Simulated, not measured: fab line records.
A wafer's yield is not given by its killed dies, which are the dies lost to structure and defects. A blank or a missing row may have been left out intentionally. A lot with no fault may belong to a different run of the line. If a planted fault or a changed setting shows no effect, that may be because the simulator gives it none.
fab line records -- flow berkeley-cmos170 -- part 1 of 2: steps 1 to 28 of 38
record lots=5, wafers=15, last-day=12
route steps=331 shown V1@261 M2@271 V2@292
lots that met no fault: taken from a fault-free run of the same line
start-h: the number of hours between the record's first day and the start of the first shown wafer of the lot -- wait-h: hours from the lot's prior step to this one -- " same as the row above -- L1.1+2: one row covering several wafers at once -- - no value, or no start was given -- * or withheld: withheld -- < > ~ a bound
route shown NAME@n: names a module that has steps shown in the file, with the first one's number in the route -- usual: mean and standard deviation over wafers with no fault -- same: alike in all rows -- chamber/n: place in a boat -- sites: the reading at each site -- _std_site: standard deviation across them -- _edge_site: outer sites' mean less inner sites' -- radius-mm: how far each site lies from the wafer's centre -- mask NAME#n: copy n -- behind: the last tool/chamber to shape the wafer -- hold: cause of the lot's hold/its duration in hours/its outcome -- device: transistor that didn't switch, given as n, p or np -- end of line: the same wafers' tests at the end of the route -- where a step has no rows: the recipe by itself -- killed: count of dies lost to structure and defects at first sort (not the wafer's yield) -- map: dies across one wafer; x = killed, . = not, _ = none there
set.NAME: the setting as run; set.NAME@STEP: as run at that earlier step -- model.NAME: the simulator's own value behind a step, which no gauge read
lots at some steps of the route; a table a step, a row a wafer
services: from which hour (start-h, from the record's first day; less than 0 if before it) a tool's chamber was out of use, for how many hours, and why
## steps
# step UCB170_V1_COAT_07
# recipe resist=KrF, spin-rpm=1500, resist-thk-nm=900
lot.wafer,tool,chamber,start-h,wait-h
L078.2+3+4,litho-track-04,0,189.59,0.1
L076.1+3+4,litho-track-04,0,190.01,0.1
L082.1+4+5,litho-track-02,0,211.96,0.1
L083.1+2+4,litho-track-02,0,212.41,0.1
L097.1+4+6,litho-track-02,0,283.02,0.1
# step UCB170_V1_SOFTBAKE_08
# recipe resist=KrF, temp-c=130, time-s=60
# usual plate-temp-C=130.02/0.15
lot.wafer,tool,chamber,start-h,wait-h,plate-temp-C
L078.2,litho-track-04,0,189.74,0.1,130.11
L078.3,litho-track-04,0,189.74,0.1,129.88
L078.4,litho-track-04,0,189.74,0.1,129.92
L076.1,litho-track-04,0,190.16,0.1,130.07
L076.3,litho-track-04,0,190.16,0.1,130.07
L076.4,litho-track-04,0,190.16,0.1,129.97
L082.1,litho-track-02,0,212.11,0.1,129.97
L082.4,litho-track-02,0,212.11,0.1,129.87
L082.5,litho-track-02,0,212.11,0.1,130.02
L083.1,litho-track-02,0,212.56,0.1,129.94
L083.2,litho-track-02,0,212.56,0.1,130.20
L083.4,litho-track-02,0,212.56,0.1,130.09
L097.1,litho-track-02,0,283.17,0.1,129.93
L097.4,litho-track-02,0,283.17,0.1,129.89
L097.6,litho-track-02,0,283.17,0.1,129.83
# step UCB170_V1_EXPOSE_09
# recipe mask-id=VIA1, target-cd-nm=700, na=0.5, sigma-outer=0.6, source-shape=conventional, dose-mj=37
lot.wafer,tool,chamber,start-h,wait-h,mask
L078.2+3+4,krf-scanner-01,0,189.88,0.1,VIA1#0
L076.1+3+4,krf-scanner-02,0,190.59,0.4,VIA1#0
L082.1+4+5,krf-scanner-01,0,212.26,0.1,VIA1#0
L083.1+2+4,krf-scanner-02,0,212.84,0.2,VIA1#0
L097.1+4+6,krf-scanner-01,0,283.54,0.3,VIA1#0
# step UCB170_V1_PEB_10
# recipe peb-temp-c=130, peb-time-s=withheld, resist=KrF
# usual plate-temp-C=130.02/0.15
lot.wafer,tool,chamber,start-h,wait-h,plate-temp-C
L078.2,litho-track-03,0,190.44,0.5,129.90
L078.3,litho-track-03,0,190.44,0.5,130.04
L078.4,litho-track-03,0,190.44,0.5,130.05
L076.1,litho-track-03,0,190.96,0.4,129.86
L076.3,litho-track-03,0,190.96,0.4,130.19
L076.4,litho-track-03,0,190.96,0.4,130.07
L082.1,litho-track-03,0,212.99,0.7,130.16
L082.4,litho-track-03,0,212.99,0.7,129.98
L082.5,litho-track-03,0,212.99,0.7,130.13
L083.1,litho-track-02,0,213.16,0.3,130.07
L083.2,litho-track-02,0,213.16,0.3,130.11
L083.4,litho-track-02,0,213.16,0.3,129.98
L097.1,litho-track-04,0,283.66,0.1,129.77
L097.4,litho-track-04,0,283.66,0.1,129.84
L097.6,litho-track-04,0,283.66,0.1,129.89
# step UCB170_V1_DEVELOP_11
# recipe developer=TMAH, develop-time-s=47.05, resist=KrF, dev-temp-c=21
lot.wafer,tool,chamber,start-h,wait-h
L078.2+3+4,litho-track-03,0,-,-
L076.1+3+4,litho-track-03,0,-,-
L082.1+4+5,litho-track-03,0,-,-
L083.1+2+4,litho-track-02,0,-,-
L097.1+4+6,litho-track-04,0,-,-
# step UCB170_V1_CD_MEAS_12
# recipe target-cd-nm=700
# usual cd-nm=699.5/1.3
lot.wafer,tool,chamber,start-h,wait-h,cd-nm
L078.2,cd-sem-02,-,190.71,-,701.2
L078.3,cd-sem-02,-,190.71,-,700.9
L078.4,cd-sem-02,-,190.71,-,700.1
L076.1,cd-sem-02,-,191.24,-,698.4
L076.3,cd-sem-02,-,191.24,-,698.7
L076.4,cd-sem-02,-,191.24,-,699.5
L082.1,cd-sem-02,-,213.27,-,699.1
L082.4,cd-sem-02,-,213.27,-,700.5
L082.5,cd-sem-02,-,213.27,-,699.3
L083.1,cd-sem-01,-,213.44,-,698.0
L083.2,cd-sem-01,-,213.44,-,697.8
L083.4,cd-sem-01,-,213.44,-,698.3
L097.1,cd-sem-01,-,283.94,-,698.4
L097.4,cd-sem-01,-,283.94,-,696.9
L097.6,cd-sem-01,-,283.94,-,698.3
# step UCB170_V1_OVL_MEAS_13
# usual V1_OVL=3/4.5
lot.wafer,tool,chamber,start-h,wait-h,V1_OVL[nm]
L078.2,overlay-02,-,190.81,0.1,0
L078.3,overlay-02,-,190.81,0.1,4
L078.4,overlay-02,-,190.81,0.1,3
L076.1,overlay-02,-,191.36,0.1,7
L076.3,overlay-02,-,191.36,0.1,7
L076.4,overlay-02,-,191.36,0.1,5
L082.1,overlay-01,-,213.39,0.1,0
L082.4,overlay-01,-,213.39,0.1,5
L082.5,overlay-01,-,213.39,0.1,5
L083.1,overlay-02,-,213.56,0.1,2
L083.2,overlay-02,-,213.56,0.1,-2
L083.4,overlay-02,-,213.56,0.1,0
L097.1,overlay-01,-,284.06,0.1,8
L097.4,overlay-01,-,284.06,0.1,2
L097.6,overlay-01,-,284.06,0.1,4
# step UCB170_V1_ETCH_14
# recipe chemistry=CHF3/CF4/Ar, target=SiO2, stop-on=Al, CHF3_flow_sccm=45, cf4-flow-sccm=15, Ar_flow_sccm=150, pressure-mtorr=200, rf-w=700, target-depth-a=12500, over-etch-frac=0.25, time-s=291
# usual drypump-motor-current-A=5.8/0.35, oes-product-au=0.866/0.014, rf-fwd-power-W=698.6/2, throttle-valve-pct=6.99/0.093
# same over-etch-frac=0.25
lot.wafer,tool,chamber,start-h,wait-h,drypump-motor-current-A,oes-product-au,rf-fwd-power-W,rf-hours-counter-h,throttle-valve-pct
L078.2,rie-diel-04,1,190.84,0.0,6.0,0.881,696.0,83,6.88
L078.3,rie-diel-04,0,190.84,0.0,5.7,0.844,694.0,4,6.98
L078.4,rie-diel-04,2,190.84,0.0,5.2,0.877,696.8,6,7.06
L076.1,rie-diel-04,2,191.39,0.0,5.2,0.878,697.5,6,7.06
L076.3,rie-diel-04,3,191.39,0.0,5.0,0.868,696.7,70,7.04
L076.4,rie-diel-04,1,191.39,0.0,6.0,0.877,700.4,83,6.88
L082.1,rie-diel-01,2,213.42,0.0,6.1,0.859,699.1,110,7.07
L082.4,rie-diel-01,3,213.42,0.0,5.9,0.869,696.3,-,6.85
L082.5,rie-diel-01,0,213.42,0.0,6.0,0.864,693.6,-,7.12
L083.1,rie-diel-04,3,213.60,0.0,5.0,0.870,697.7,71,7.03
L083.2,rie-diel-04,1,213.60,0.0,6.0,0.882,695.6,84,6.89
L083.4,rie-diel-04,2,213.60,0.0,5.3,0.879,695.8,7,7.07
L097.1,rie-diel-01,1,284.09,0.0,6.1,0.871,699.1,3,6.98
L097.4,rie-diel-01,0,284.09,0.0,6.0,0.849,698.0,58,7.11
L097.6,rie-diel-01,0,284.09,0.0,6.0,0.858,699.6,-,7.10
# step UCB170_V1_STRIP_15
# recipe chemistry=O2, power-w=400, pressure-mtorr=3500, platen-temp-c=withheld, o2-flow-sccm=400, overash-fraction=0.5
# usual drypump-motor-current-A=5.7/0.57, o2-flow-sccm=399.9/1.2, oes-product-au=0.722/0.0044, strip-time-to-endpoint-s=15.36/0.15
lot.wafer,tool,chamber,start-h,wait-h,drypump-motor-current-A,o2-flow-sccm,oes-product-au,rf-hours-counter-h,strip-time-to-endpoint-s
L078.2,plasma-asher-04,1,191.02,0.1,5.6,400.4,0.718,49,15.62
L078.3,plasma-asher-04,0,191.02,0.1,5.7,402.3,0.721,-,15.20
L078.4,plasma-asher-04,1,191.02,0.1,5.6,399.7,0.724,-,15.55
L076.1,plasma-asher-04,0,191.57,0.1,5.7,398.8,0.721,49,15.43
L076.3,plasma-asher-04,1,191.57,0.1,5.6,400.4,0.719,-,15.42
L076.4,plasma-asher-04,0,191.57,0.1,5.6,398.3,0.717,-,15.51
L082.1,plasma-asher-04,0,213.60,0.1,5.6,398.4,0.718,51,15.45
L082.4,plasma-asher-04,1,213.60,0.1,5.6,402.0,0.724,-,15.40
L082.5,plasma-asher-04,1,213.60,0.1,5.6,404.0,0.724,-,15.42
L083.1,plasma-asher-02,0,213.77,0.1,4.8,399.2,0.720,40,15.45
L083.2,plasma-asher-02,1,213.77,0.1,6.6,400.3,0.723,40,15.57
L083.4,plasma-asher-02,0,213.77,0.1,4.8,399.4,0.716,-,15.49
L097.1,plasma-asher-03,0,284.27,0.1,5.5,400.7,0.728,55,15.51
L097.4,plasma-asher-03,0,284.27,0.1,5.5,401.9,0.728,-,15.46
L097.6,plasma-asher-03,1,284.27,0.1,6.0,398.8,0.726,-,15.41
# step UCB170_V1_CD_MEAS_90
# recipe target-cd-nm=700
# usual cd-nm=699.5/1.6
lot.wafer,tool,chamber,start-h,wait-h,cd-nm
L078.2,cd-sem-01,-,191.14,0.1,701.1
L078.3,cd-sem-01,-,191.14,0.1,701.0
L078.4,cd-sem-01,-,191.14,0.1,699.6
L076.1,cd-sem-02,-,191.67,0.1,699.2
L076.3,cd-sem-02,-,191.67,0.1,698.0
L076.4,cd-sem-02,-,191.67,0.1,699.6
L082.1,cd-sem-02,-,213.70,0.1,699.3
L082.4,cd-sem-02,-,213.70,0.1,700.6
L082.5,cd-sem-02,-,213.70,0.1,698.4
L083.1,cd-sem-01,-,213.87,0.1,697.3
L083.2,cd-sem-01,-,213.87,0.1,698.5
L083.4,cd-sem-01,-,213.87,0.1,698.2
L097.1,cd-sem-01,-,284.37,0.1,697.9
L097.4,cd-sem-01,-,284.37,0.1,696.6
L097.6,cd-sem-01,-,284.37,0.1,697.5
# step UCB170_M2_PRE_CLEAN_00
# recipe gas=Ar, preclean-etch-time-s=60
lot.wafer,tool,chamber,start-h,wait-h
L078.2+3+4,pvd-sputter-04,-,191.24,0.1
L076.1+3+4,pvd-sputter-04,-,191.79,0.1
L082.1+4+5,pvd-sputter-02,-,213.82,0.1
L083.1+2+4,pvd-sputter-04,-,213.99,0.1
L097.1+4+6,pvd-sputter-02,-,284.49,0.1
# step UCB170_M2_SPUTTER_01
# recipe material=Al, target-thk-nm=900, time-s=120, power-w=6000, chamber-pressure-pa=0.5
# usual throttle-valve-pct=29.9/0.91
lot.wafer,tool,chamber,start-h,wait-h,throttle-valve-pct
L078.2,pvd-sputter-04,-,191.31,0.0,30.2
L078.3,pvd-sputter-04,-,191.31,0.0,29.9
L078.4,pvd-sputter-04,-,191.31,0.0,31.5
L076.1,pvd-sputter-04,-,191.86,0.0,29.7
L076.3,pvd-sputter-04,-,191.86,0.0,31.6
L076.4,pvd-sputter-04,-,191.86,0.0,29.8
L082.1,pvd-sputter-02,-,213.89,0.0,29.8
L082.4,pvd-sputter-02,-,213.89,0.0,28.4
L082.5,pvd-sputter-02,-,213.89,0.0,29.6
L083.1,pvd-sputter-04,-,214.06,0.0,29.9
L083.2,pvd-sputter-04,-,214.06,0.0,30.5
L083.4,pvd-sputter-04,-,214.06,0.0,29.8
L097.1,pvd-sputter-02,-,284.56,0.0,28.5
L097.4,pvd-sputter-02,-,284.56,0.0,30.7
L097.6,pvd-sputter-02,-,284.56,0.0,31.0
# step UCB170_M2_RS_MEAS_02
# recipe thk-meas-gauge=four-point-probe, reads=Al_of_M2_SPUTTER_01
# usual M2_AL_RS=0.0323/0.00036
lot.wafer,tool,chamber,start-h,wait-h,M2_AL_RS[ohm/sq]
L078.2,film-metro-02,-,191.42,0.1,0.0317
L078.3,film-metro-02,-,191.42,0.1,0.0320
L078.4,film-metro-02,-,191.42,0.1,0.0322
L076.1,film-metro-02,-,191.94,0.0,0.0318
L076.3,film-metro-02,-,191.94,0.0,0.0324
L076.4,film-metro-02,-,191.94,0.0,0.0320
L082.1,film-metro-03,-,213.97,0.0,0.0331
L082.4,film-metro-03,-,213.97,0.0,0.0327
L082.5,film-metro-03,-,213.97,0.0,0.0329
L083.1,film-metro-02,-,214.15,0.0,0.0324
L083.2,film-metro-02,-,214.15,0.0,0.0319
L083.4,film-metro-02,-,214.15,0.0,0.0319
L097.1,film-metro-02,-,284.64,0.0,0.0320
L097.4,film-metro-02,-,284.64,0.0,0.0322
L097.6,film-metro-02,-,284.64,0.0,0.0319
# step UCB170_M2_THK_MEAS_03
# recipe thk-meas-gauge=xrf, reads=Al_of_M2_SPUTTER_01
# usual M2_AL_THK=912/11
lot.wafer,tool,chamber,start-h,wait-h,M2_AL_THK[nm]
L078.2,film-metro-02,-,191.53,0.1,932
L078.3,film-metro-02,-,191.53,0.1,926
L078.4,film-metro-02,-,191.53,0.1,923
L076.1,film-metro-02,-,192.06,0.1,922
L076.3,film-metro-02,-,192.06,0.1,906
L076.4,film-metro-02,-,192.06,0.1,916
L082.1,film-metro-03,-,214.09,0.1,899
L082.4,film-metro-03,-,214.09,0.1,907
L082.5,film-metro-03,-,214.09,0.1,902
L083.1,film-metro-02,-,214.27,0.1,913
L083.2,film-metro-02,-,214.27,0.1,921
L083.4,film-metro-02,-,214.27,0.1,921
L097.1,film-metro-02,-,284.76,0.1,921
L097.4,film-metro-02,-,284.76,0.1,916
L097.6,film-metro-02,-,284.76,0.1,922
# step UCB170_M2_HMDS_04
# recipe prime-time-s=60, prime-temp-c=100
lot.wafer,tool,chamber,start-h,wait-h
L078.2+3+4,litho-track-01,0,192.27,0.7
L076.1+3+4,litho-track-03,0,192.86,0.8
L082.1+4+5,litho-track-04,0,214.71,0.6
L083.1+2+4,litho-track-03,0,214.91,0.6
L097.1+4+6,litho-track-01,0,284.82,0.1
# step UCB170_M2_COAT_05
# recipe resist=KrF, spin-rpm=1500, resist-thk-nm=900
lot.wafer,tool,chamber,start-h,wait-h
L078.2+3+4,litho-track-01,0,192.42,0.1
L076.1+3+4,litho-track-03,0,193.01,0.1
L082.1+4+5,litho-track-04,0,214.86,0.1
L083.1+2+4,litho-track-03,0,215.06,0.1
L097.1+4+6,litho-track-01,0,284.97,0.1
# step UCB170_M2_SOFTBAKE_06
# recipe resist=KrF, temp-c=130, time-s=60
# usual plate-temp-C=130.01/0.15
lot.wafer,tool,chamber,start-h,wait-h,plate-temp-C
L078.2,litho-track-01,0,192.57,0.1,129.88
L078.3,litho-track-01,0,192.57,0.1,129.93
L078.4,litho-track-01,0,192.57,0.1,129.90
L076.1,litho-track-03,0,193.16,0.1,129.97
L076.3,litho-track-03,0,193.16,0.1,130.04
L076.4,litho-track-03,0,193.16,0.1,129.86
L082.1,litho-track-04,0,215.01,0.1,130.06
L082.4,litho-track-04,0,215.01,0.1,130.02
L082.5,litho-track-04,0,215.01,0.1,129.76
L083.1,litho-track-03,0,215.21,0.1,130.10
L083.2,litho-track-03,0,215.21,0.1,130.17
L083.4,litho-track-03,0,215.21,0.1,129.93
L097.1,litho-track-01,0,285.12,0.1,130.25
L097.4,litho-track-01,0,285.12,0.1,129.99
L097.6,litho-track-01,0,285.12,0.1,130.20
# step UCB170_M2_STRIP_07
# recipe chemistry=O2, power-w=400, pressure-mtorr=3500, platen-temp-c=withheld, o2-flow-sccm=400, overash-fraction=0.5
# usual drypump-motor-current-A=5.70/0.18, o2-flow-sccm=400.1/1.2, oes-product-au=0.735/0.0047, strip-time-to-endpoint-s=21.99/0.071
lot.wafer,tool,chamber,start-h,wait-h,drypump-motor-current-A,o2-flow-sccm,oes-product-au,rf-hours-counter-h,strip-time-to-endpoint-s
L078.2,plasma-asher-01,0,192.69,0.1,5.78,401.0,0.739,9,21.97
L078.3,plasma-asher-01,1,192.69,0.1,5.79,400.9,0.734,-,21.92
L078.4,plasma-asher-01,0,192.69,0.1,5.80,401.9,0.741,-,21.95
L076.1,plasma-asher-03,0,193.31,0.1,5.52,397.8,0.733,45,21.93
L076.3,plasma-asher-03,1,193.31,0.1,6.00,399.8,0.735,-,21.96
L076.4,plasma-asher-03,0,193.31,0.1,5.49,400.4,0.738,-,21.97
L082.1,plasma-asher-01,1,215.16,0.1,5.76,400.4,0.730,12,21.89
L082.4,plasma-asher-01,1,215.16,0.1,5.77,400.8,0.735,-,21.98
L082.5,plasma-asher-01,1,215.16,0.1,5.77,399.6,0.738,-,21.94
L083.1,plasma-asher-04,1,215.36,0.1,5.57,399.2,0.734,51,21.98
L083.2,plasma-asher-04,0,215.36,0.1,5.62,401.5,0.730,51,22.01
L083.4,plasma-asher-04,0,215.36,0.1,5.62,401.4,0.728,-,21.99
L097.1,plasma-asher-04,0,285.27,0.1,5.62,399.2,0.729,59,21.93
L097.4,plasma-asher-04,0,285.27,0.1,5.63,400.7,0.728,-,21.93
L097.6,plasma-asher-04,1,285.27,0.1,5.57,396.4,0.723,-,21.88
# step UCB170_M2_STRIP_08
# recipe chemistry=DMSO, temp-c=80, time-s=600, material=KrF
lot.wafer,tool,chamber,start-h,wait-h
L078.2+3+4,wet-bench-01,0,192.79,0.1
L076.1+3+4,wet-bench-03,1,193.41,0.1
L082.1+4+5,wet-bench-01,1,215.26,0.1
L083.1+2+4,wet-bench-02,0,215.46,0.1
L097.1+4+6,wet-bench-01,2,285.37,0.1
# step UCB170_M2_COAT_09
# recipe resist=BARC, temp-c=withheld, time-s=withheld, spin-rpm=3000, resist-thk-nm=withheld
lot.wafer,tool,chamber,start-h,wait-h
L078.2+3+4,litho-track-04,0,193.79,0.8
L076.1+3+4,litho-track-01,0,194.52,0.9
L082.1+4+5,litho-track-04,0,215.98,0.5
L083.1+2+4,litho-track-03,0,216.08,0.4
L097.1+4+6,litho-track-01,0,285.55,0.0
# step UCB170_M2_COAT_10
# recipe resist=KrF, spin-rpm=1500, resist-thk-nm=900
lot.wafer,tool,chamber,start-h,wait-h
L078.2+3+4,litho-track-04,0,-,-
L076.1+3+4,litho-track-01,0,-,-
L082.1+4+5,litho-track-04,0,-,-
L083.1+2+4,litho-track-03,0,-,-
L097.1+4+6,litho-track-01,0,-,-
# step UCB170_M2_SOFTBAKE_11
# recipe resist=KrF, temp-c=130, time-s=60
# usual plate-temp-C=129.98/0.12
lot.wafer,tool,chamber,start-h,wait-h,plate-temp-C
L078.2,litho-track-04,0,-,-,129.91
L078.3,litho-track-04,0,-,-,129.84
L078.4,litho-track-04,0,-,-,129.53
L076.1,litho-track-01,0,-,-,129.98
L076.3,litho-track-01,0,-,-,129.90
L076.4,litho-track-01,0,-,-,129.78
L082.1,litho-track-04,0,-,-,129.90
L082.4,litho-track-04,0,-,-,130.13
L082.5,litho-track-04,0,-,-,130.24
L083.1,litho-track-03,0,-,-,130.13
L083.2,litho-track-03,0,-,-,130.10
L083.4,litho-track-03,0,-,-,130.00
L097.1,litho-track-01,0,-,-,129.99
L097.4,litho-track-01,0,-,-,129.96
L097.6,litho-track-01,0,-,-,130.05
# step UCB170_M2_EXPOSE_12
# recipe mask-id=METAL2, target-cd-nm=700, na=0.5, sigma-outer=0.6, source-shape=conventional, dose-mj=26
lot.wafer,tool,chamber,start-h,wait-h,mask
L078.2+3+4,krf-scanner-02,0,194.36,-,METAL2#0
L076.1+3+4,krf-scanner-01,0,195.30,-,METAL2#0
L082.1+4+5,krf-scanner-01,0,216.43,-,METAL2#0
L083.1+2+4,krf-scanner-02,0,216.67,-,METAL2#0
L097.1+4+6,krf-scanner-02,0,286.12,-,METAL2#0
# step UCB170_M2_PEB_13
# recipe peb-temp-c=128.9, peb-time-s=withheld, resist=KrF
# usual plate-temp-C=128.90/0.14
lot.wafer,tool,chamber,start-h,wait-h,plate-temp-C
L078.2,litho-track-04,0,195.14,0.8,129.01
L078.3,litho-track-04,0,195.14,0.8,128.84
L078.4,litho-track-04,0,195.14,0.8,128.89
L076.1,litho-track-04,0,196.29,1.0,128.79
L076.3,litho-track-04,0,196.29,1.0,128.78
L076.4,litho-track-04,0,196.29,1.0,128.90
L082.1,litho-track-04,0,216.71,0.3,128.79
L082.4,litho-track-04,0,216.71,0.3,128.90
L082.5,litho-track-04,0,216.71,0.3,128.94
L083.1,litho-track-04,0,216.98,0.3,129.12
L083.2,litho-track-04,0,216.98,0.3,128.83
L083.4,litho-track-04,0,216.98,0.3,129.08
L097.1,litho-track-03,0,286.24,0.1,128.87
L097.4,litho-track-03,0,286.24,0.1,128.94
L097.6,litho-track-03,0,286.24,0.1,128.86
# step UCB170_M2_DEVELOP_14
# recipe developer=TMAH, develop-time-s=45, resist=KrF, dev-temp-c=21
lot.wafer,tool,chamber,start-h,wait-h
L078.2+3+4,litho-track-04,0,-,-
L076.1+3+4,litho-track-04,0,-,-
L082.1+4+5,litho-track-04,0,-,-
L083.1+2+4,litho-track-04,0,-,-
L097.1+4+6,litho-track-03,0,-,-
# step UCB170_M2_CD_MEAS_15
# recipe target-cd-nm=700
# usual cd-nm=699.9/1.5
lot.wafer,tool,chamber,start-h,wait-h,cd-nm
L078.2,cd-sem-02,-,195.41,-,700.8
L078.3,cd-sem-02,-,195.41,-,700.7
L078.4,cd-sem-02,-,195.41,-,701.5
L076.1,cd-sem-01,-,196.57,-,697.1
L076.3,cd-sem-01,-,196.57,-,697.1
L076.4,cd-sem-01,-,196.57,-,697.3
L082.1,cd-sem-01,-,216.98,-,702.1
L082.4,cd-sem-01,-,216.98,-,701.9
L082.5,cd-sem-01,-,216.98,-,701.8
L083.1,cd-sem-01,-,217.26,-,700.1
L083.2,cd-sem-01,-,217.26,-,699.7
L083.4,cd-sem-01,-,217.26,-,700.7
L097.1,cd-sem-01,-,286.58,-,700.8
L097.4,cd-sem-01,-,286.58,-,700.9
L097.6,cd-sem-01,-,286.58,-,700.2
# step UCB170_M2_OVL_MEAS_16
# usual M2_OVL=-1/5.4
lot.wafer,tool,chamber,start-h,wait-h,M2_OVL[nm]
L078.2,overlay-02,-,195.51,0.1,-4
L078.3,overlay-02,-,195.51,0.1,2
L078.4,overlay-02,-,195.51,0.1,-1
L076.1,overlay-01,-,196.69,0.1,-2
L076.3,overlay-01,-,196.69,0.1,1
L076.4,overlay-01,-,196.69,0.1,-4
L082.1,overlay-02,-,217.10,0.1,-6
L082.4,overlay-02,-,217.10,0.1,-6
L082.5,overlay-02,-,217.10,0.1,-2
L083.1,overlay-01,-,217.38,0.1,8
L083.2,overlay-01,-,217.38,0.1,4
L083.4,overlay-01,-,217.38,0.1,6
L097.1,overlay-02,-,286.70,0.1,8
L097.4,overlay-02,-,286.70,0.1,8
L097.6,overlay-02,-,286.70,0.1,12
# step UCB170_M2_ETCH_17
# recipe chemistry=N2/H2, target-depth-a=withheld, overetch-a=withheld, target=BARC, time-s=withheld, source-w=500, bias-w=100, pressure-mtorr=30, n2-flow-sccm=100, h2-flow-sccm=200
# usual drypump-motor-current-A=5.8/0.39, oes-product-au=0.993/0.015, rf-fwd-power-W=494.9/2, throttle-valve-pct=13.34/0.11
lot.wafer,tool,chamber,start-h,wait-h,drypump-motor-current-A,oes-product-au,rf-fwd-power-W,throttle-valve-pct
L078.2,rie-diel-04,2,195.54,0.0,5.2,0.988,495.3,13.51
L078.3,rie-diel-04,1,195.54,0.0,6.0,0.987,498.7,13.24
L078.4,rie-diel-04,0,195.54,0.0,5.7,0.984,496.7,13.41
L076.1,rie-diel-04,0,196.73,0.0,5.7,0.987,495.8,13.42
L076.3,rie-diel-04,1,196.73,0.0,6.0,0.989,495.7,13.24
L076.4,rie-diel-04,2,196.73,0.0,5.2,0.986,496.1,13.51
L082.1,rie-diel-02,3,217.14,0.0,5.9,0.962,496.8,13.29
L082.4,rie-diel-02,0,217.14,0.0,6.3,0.992,496.2,13.38
L082.5,rie-diel-02,0,217.14,0.0,6.3,0.998,496.6,13.38
L083.1,rie-diel-03,2,217.41,0.0,5.6,0.999,492.0,13.26
L083.2,rie-diel-03,0,217.41,0.0,6.0,1.010,497.2,13.42
L083.4,rie-diel-03,2,217.41,0.0,5.6,0.999,491.0,13.27
L097.1,rie-diel-03,0,286.74,0.0,6.1,1.029,495.0,13.41
L097.4,rie-diel-03,2,286.74,0.0,5.7,0.994,493.2,13.28
L097.6,rie-diel-03,1,286.74,0.0,6.0,1.001,493.3,13.54
